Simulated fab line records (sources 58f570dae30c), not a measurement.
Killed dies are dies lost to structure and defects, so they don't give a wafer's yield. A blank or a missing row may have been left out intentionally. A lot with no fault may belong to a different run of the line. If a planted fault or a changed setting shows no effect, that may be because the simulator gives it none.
The tool behind it: which one? ; flow berkeley_cmos170 ; Sampling: 14 lots, 42 wafers, 6 of 331 route steps

WHAT THE GAUGES READ, wafer by wafer
UCB170_M2_RS_MEAS_02: the measuring method here is four-point-probe.
lot;measured;on;M2_AL_RS (ohm/sq)
L490;day 8 09:02;film_metro-01;0.0324 0.0322 0.0325
L493;day 8 17:52;film_metro-01;0.0322 0.0322 0.0320
L492;day 8 20:12;film_metro-01;0.0319 0.0322 0.0322
L491;day 8 20:19;film_metro-04;0.0326 0.0323 0.0325
L494;day 10 05:21;film_metro-02;0.0322 0.0320 0.0320
L498;day 10 05:36;film_metro-02;0.0323 0.0322 0.0318
L496;day 10 05:43;film_metro-01;0.0322 0.0320 0.0322
L495;day 10 05:55;film_metro-04;0.0320 0.0317 0.0320
L497;day 10 07:07;film_metro-04;0.0321 0.0189 0.0320
L503;day 11 06:24;film_metro-04;0.0192 0.0328 0.0325
L501;day 11 11:21;film_metro-02;0.0320 0.0321 0.0319
L504;day 11 11:38;film_metro-01;0.0191 0.0328 0.0191
L508;day 12 14:53;film_metro-01;0.0324 0.0322 0.0326
L506;day 12 17:43;film_metro-04;0.0323 0.0322 0.0320

UCB170_M2_THK_MEAS_03: measures by xrf.
lot;measured;on;M2_AL_THK (nm)
L490;day 8 09:09;film_metro-01;903 904 900
L493;day 8 17:59;film_metro-01;906 907 911
L492;day 8 20:19;film_metro-01;915 907 912
L491;day 8 20:26;film_metro-04;884 891 894
L494;day 10 05:28;film_metro-02;903 913 910
L498;day 10 05:43;film_metro-02;902 907 919
L496;day 10 05:50;film_metro-01;906 915 908
L495;day 10 06:01;film_metro-04;908 913 905
L497;day 10 07:13;film_metro-04;901 1528 898
L503;day 11 06:31;film_metro-04;1509 885 896
L501;day 11 11:28;film_metro-02;910 908 914
L504;day 11 11:45;film_metro-01;1522 892 1513
L508;day 12 15:01;film_metro-01;902 908 896
L506;day 12 17:50;film_metro-04;904 906 904

UCB170_M2_OVL_MEAS_16.
lot;measured;on;M2_OVL (nm)
L490;day 8 11:30;overlay-01;-4 -1 -7
L493;day 8 20:22;overlay-02;0 6 3
L492;day 8 22:31;overlay-02;-5 -5 -4
L491;day 8 22:47;overlay-02;0 0 -2
L494;day 10 08:33;overlay-02;2 -1 0
L498;day 10 08:40;overlay-02;-5 -4 -14
L496;day 10 08:50;overlay-01;0 -4 -4
L495;day 10 09:07;overlay-02;4 6 6
L497;day 10 09:52;overlay-01;-4 -3 -1
L503;day 11 08:16;overlay-02;-6 -3 6
L501;day 11 13:37;overlay-01;1 -5 4
L504;day 11 13:44;overlay-02;-7 -8 -2
L508;day 12 17:41;overlay-02;-6 -6 7
L506;day 12 20:17;overlay-02;-4 -5 1

WHAT TOOL EACH LOT RAN ON (gives the tool, then ch and the chambers of the sampled wafers, and finally the start)
lot;UCB170_V1_ETCH_14;UCB170_M2_SPUTTER_01;UCB170_M2_STRIP_07
L490;rie_diel-04 ch 0,1, day 8 08:29;pvd_sputter-03, day 8 08:56;plasma_asher-01 ch 0,1, day 8 09:40
L493;rie_diel-04 ch 1,2,3, day 8 17:18;pvd_sputter-03, day 8 17:46;plasma_asher-04 ch 0,1, day 8 18:58
L492;rie_diel-04 ch 1,2, day 8 19:38;pvd_sputter-03, day 8 20:06;plasma_asher-01 ch 0,1, day 8 20:49
L491;rie_diel-01 ch 0,1,3, day 8 19:45;pvd_sputter-02, day 8 20:13;plasma_asher-02 ch 0,1, day 8 20:56
L494;rie_diel-01 ch 1,2,3, day 10 04:47;pvd_sputter-02, day 10 05:14;plasma_asher-04 ch 1, day 10 05:58
L498;rie_diel-03 ch 0,2,3, day 10 05:04;pvd_sputter-03, day 10 05:31;plasma_asher-01 ch 0, day 10 06:15
L496;rie_diel-04 ch 0,1, day 10 05:07;pvd_sputter-04, day 10 05:38;plasma_asher-02 ch 0,1, day 10 06:42
L495;rie_diel-01 ch 0,3, day 10 05:20;pvd_sputter-02, day 10 05:48;plasma_asher-01 ch 0,1, day 10 06:53
L497;rie_diel-03 ch 1,2,3, day 10 06:32;pvd_sputter-03, day 10 07:00;plasma_asher-01 ch 0,1, day 10 08:13
L503;rie_diel-03 ch 1,2,3, day 11 05:52;pvd_sputter-03, day 11 06:19;plasma_asher-01 ch 0,1, day 11 07:02
L501;rie_diel-03 ch 1,2,3, day 11 10:48;pvd_sputter-02, day 11 11:16;plasma_asher-01 ch 0,1, day 11 12:16
L504;rie_diel-01 ch 0,1, day 11 11:05;pvd_sputter-03, day 11 11:32;plasma_asher-02 ch 1, day 11 12:27
L508;rie_diel-03 ch 0,1, day 12 14:20;pvd_sputter-04, day 12 14:48;plasma_asher-02 ch 0,1, day 12 16:02
L506;rie_diel-04 ch 0,1,2, day 12 17:07;pvd_sputter-02, day 12 17:38;plasma_asher-01 ch 0,1, day 12 18:36
- UCB170_V1_ETCH_14: etches SiO2 in CHF3/CF4/Ar, stops on Al, target depth 1250 nm, time 291 s.
- UCB170_M2_SPUTTER_01: material Al, target thk 900 nm, time 120 s.
- UCB170_M2_STRIP_07: strips in O2.

AS READ BY THE TOOLS THEMSELVES (means over the sampled wafers that have a number; for cases with no such wafer, the mark the record gives instead)
UCB170_V1_ETCH_14.
lot;tool;drypump_motor_current_A (A);oes_product_au (a.u.);throttle_valve_pct (%)
L490;rie_diel-04;5.6;0.878;6.96
L493;rie_diel-04;5.8;0.873;6.94
L492;rie_diel-04;5.7;0.867;7.06
L491;rie_diel-01;5.5;0.878;6.91
L494;rie_diel-01;5.2;0.881;6.94
L498;rie_diel-03;6.1;0.877;6.86
L496;rie_diel-04;5.6;0.885;6.97
L495;rie_diel-01;5.5;0.874;6.99
L497;rie_diel-03;5.7;0.878;6.99
L503;rie_diel-03;5.7;0.884;6.99
L501;rie_diel-03;5.7;0.874;7.00
L504;rie_diel-01;5.4;0.887;6.82
L508;rie_diel-03;6.1;0.895;6.94
L506;rie_diel-04;5.7;0.875;7.01

UCB170_M2_SPUTTER_01.
lot;tool;throttle_valve_pct (%)
L490;pvd_sputter-03;29.2
L493;pvd_sputter-03;29.4
L492;pvd_sputter-03;28.9
L491;pvd_sputter-02;29.7
L494;pvd_sputter-02;29.4
L498;pvd_sputter-03;29.5
L496;pvd_sputter-04;31.3
L495;pvd_sputter-02;28.6
L497;pvd_sputter-03;29.2
L503;pvd_sputter-03;29.9
L501;pvd_sputter-02;29.5
L504;pvd_sputter-03;28.9
L508;pvd_sputter-04;29.7
L506;pvd_sputter-02;28.6

UCB170_M2_STRIP_07.
lot;tool;drypump_motor_current_A (A);oes_product_au (a.u.);strip_time_to_endpoint_s (s)
L490;plasma_asher-01;6.0;0.736;21.96
L493;plasma_asher-04;5.4;0.733;22.03
L492;plasma_asher-01;6.0;0.734;21.97
L491;plasma_asher-02;5.2;0.736;21.98
L494;plasma_asher-04;6.0;0.733;22.02
L498;plasma_asher-01;6.2;0.729;22.13
L496;plasma_asher-02;5.2;0.737;22.08
L495;plasma_asher-01;6.0;0.734;22.06
L497;plasma_asher-01;5.8;0.737;21.96
L503;plasma_asher-01;5.8;0.737;21.91
L501;plasma_asher-01;6.0;0.739;21.92
L504;plasma_asher-02;5.0;0.728;21.98
L508;plasma_asher-02;5.3;0.734;21.95
L506;plasma_asher-01;5.8;0.732;22.01

THE ANSWER, worked out from the rows above alone
Rule: what is usual is taken from the lots themselves. Put in order of their means at a reading, lots are off if they are a third of the lots or fewer, leave a main group of 4 or more, and stand apart from it by a gap of 3 or more times the standard deviation of the main group's means; of several such gaps the widest counts. A main group is skipped when, at the precision printed for the reading in the tables above, its means are all equal. Also off: a lot with no number at a reading for which 4 or more lots have one. Where the step has rows for the other lots, those lots are counted as sound. Order of review: gauges by route order, followed by the tools' own readings, for which a lot's mean as printed above is used. At the first step where some lot is off, the reading lying furthest off is the one used; lots without a number count as furthest.
Off: L497, L503, L504, seen at UCB170_M2_RS_MEAS_02 (M2_AL_RS). Mean 0.0322 ohm/sq and standard deviation 0.00017 in the main group.
If a tool, at a process step before that reading, ran all the lots that are off and no sound lot after the first of them, it fits. The gauges at UCB170_M2_RS_MEAS_02 are tried like those tools. One fits: UCB170_M2_SPUTTER_01 on pvd_sputter-03. A fault onset in the window from L498 (day 10 05:31, its last sound lot) to L497 (day 10 07:00, its first lot off) fits.

WHAT THE SIMULATOR HAD PUT IN
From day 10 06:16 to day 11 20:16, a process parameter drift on pvd_sputter-03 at UCB170_M2_SPUTTER_01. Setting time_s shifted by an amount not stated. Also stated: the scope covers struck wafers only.
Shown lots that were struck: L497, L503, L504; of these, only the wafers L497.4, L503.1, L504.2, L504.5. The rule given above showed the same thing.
